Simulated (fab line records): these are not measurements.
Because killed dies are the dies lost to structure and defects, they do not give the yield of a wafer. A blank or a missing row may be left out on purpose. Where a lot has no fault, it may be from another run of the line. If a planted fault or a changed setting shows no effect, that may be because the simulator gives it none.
Split-lot trial | flow rit cmos | 23 wafers read across 5 lots, on a route 202 steps long

== THE SPLIT ==
At RIT_GATE_EXPOSE_13 (exposes mask M6, target cd 150 nm), the setting dose mj was moved away from the recipe's 380 on 8 of the 23 wafers read, by -2.7% to +5.6%. This setting was run at the recipe's value on the other wafers.

== FROM THE SPLIT TO THE READING: what the file shows between them, 6 steps ==
- RIT_GATE_PEB_14
- RIT_GATE_DEVELOP_15: develop time 50 s
- RIT_GATE_CD_MEAS_16: target cd 150 nm
- RIT_GATE_HARDBAKE_18: time 60 s
- RIT_GATE_ETCH_19: etches poly-Si in SF6/CHF3/O2, stops on SiO2, time 165 s, target depth 312.5 nm
- RIT_GATE_STRIP_20: strips in O2, time 180 s

== THE READING ==
cd nm (nm) at RIT_GATE_CD_MEAS_90, where the cd target is 150 nm. A value of 148.7 nm with a standard deviation of 2.9 nm is what fault-free wafers of this fab line usually give.

wafer  | tool, chamber at the split | dose mj as run | against the recipe | cd nm, nm | against lot-mates on the recipe
L074.3 | iline stepper-01, 0        | 380            | recipe             | 145.6     | -
L074.5 | iline stepper-01, 0        | 380            | recipe             | 145.3     | -
L074.6 | iline stepper-01, 0        | 380            | recipe             | 147.7     | -
L078.1 | iline stepper-02, 0        | 369.9          | -2.7%              | 169.7     | +15.3
L078.2 | iline stepper-02, 0        | 380            | recipe             | 155.3     | -
L078.3 | iline stepper-02, 0        | 380            | recipe             | 153.4     | -
L078.4 | iline stepper-02, 0        | 369.9          | -2.7%              | 169.0     | +14.6
L078.5 | iline stepper-02, 0        | 369.9          | -2.7%              | 168.4     | +14.0
L079.1 | iline stepper-01, 0        | 380            | recipe             | 150.4     | -
L079.3 | iline stepper-01, 0        | 380            | recipe             | 148.7     | -
L079.4 | iline stepper-01, 0        | 380            | recipe             | 145.6     | -
L079.5 | iline stepper-01, 0        | 380            | recipe             | 147.0     | -
L079.6 | iline stepper-01, 0        | 380            | recipe             | 149.0     | -
L083.2 | iline stepper-01, 0        | 380            | recipe             | 148.5     | -
L083.3 | iline stepper-01, 0        | 380            | recipe             | 149.1     | -
L083.4 | iline stepper-01, 0        | 388.8          | +2.3%              | 135.3     | -12.7
L083.5 | iline stepper-01, 0        | 380            | recipe             | 146.4     | -
L083.6 | iline stepper-01, 0        | 388.8          | +2.3%              | 137.7     | -10.3
L085.2 | iline stepper-01, 0        | 401.2          | +5.6%              | 115.5     | -28.6
L085.3 | iline stepper-01, 0        | 380            | recipe             | 144.1     | -
L085.4 | iline stepper-01, 0        | 401.2          | +5.6%              | 115.9     | -28.2
L085.5 | iline stepper-01, 0        | 401.2          | +5.6%              | 116.8     | -27.3
L085.6 | iline stepper-01, 0        | 380            | recipe             | 144.1     | -

FIT RESULTS
A straight line over all 23 wafers: cd nm changes by -6.15 nm for each +1% of dose mj; r = -0.98; the points scatter about the line by 3.2 nm.
The same after taking each lot's own level away (the mean of its wafers on the recipe; 23 wafers): -5.13 nm for each +1%; r = -1.00; scatter 1.2 nm.
On that fit, the largest move of dose mj shifts the reading by 29 nm.
Across the lots, their own levels run from 144.10 to 154.35 nm, a range of 3.5 times the standard deviation given above.
So the slope is not independent of the lot-to-lot level: the two fits are not the same.
Check: -28.3 nm against its lot-mates is what the line predicts for one of the wafers moved furthest among these (+5.6%) when that wafer is left out of the fit. It came out at -28.6 nm against them.

== THE WHOLE CHAIN: every reading that the file lists as answering this split, in the file's order ==
step                | what it does      | reading                                                                        | change (the file's fit)              | r (the file's)
RIT_GATE_DEVELOP_15 | develop time 50 s | GATE.cd nm (the simulator's own value, which no gauge read)                    | -5.07 nm for each +1% of the setting | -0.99
RIT_GATE_CD_MEAS_16 | target cd 150 nm  | cd nm                                                                          | -5.07 nm for each +1% of the setting | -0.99
RIT_GATE_CD_MEAS_90 | target cd 150 nm  | cd nm                                                                          | -5.1 nm for each +1% of the setting  | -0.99
RIT_M1_PROBE_99     |                   | etest.nmos_0p3.r on ohm um (the simulator's own value, which no gauge read)    | -30.1 for each +1% of the setting    | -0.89
RIT_M1_PROBE_99     |                   | etest.pmos_0p15.r on ohm um (the simulator's own value, which no gauge read)   | -153 for each +1% of the setting     | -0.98
RIT_M1_PROBE_99     |                   | etest.pmos turned.r on ohm um (the simulator's own value, which no gauge read) | -157 for each +1% of the setting     | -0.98

== FILE'S OWN FIT ==
cd nm changes by -5.1 nm for each +1% of dose mj, r = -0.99.
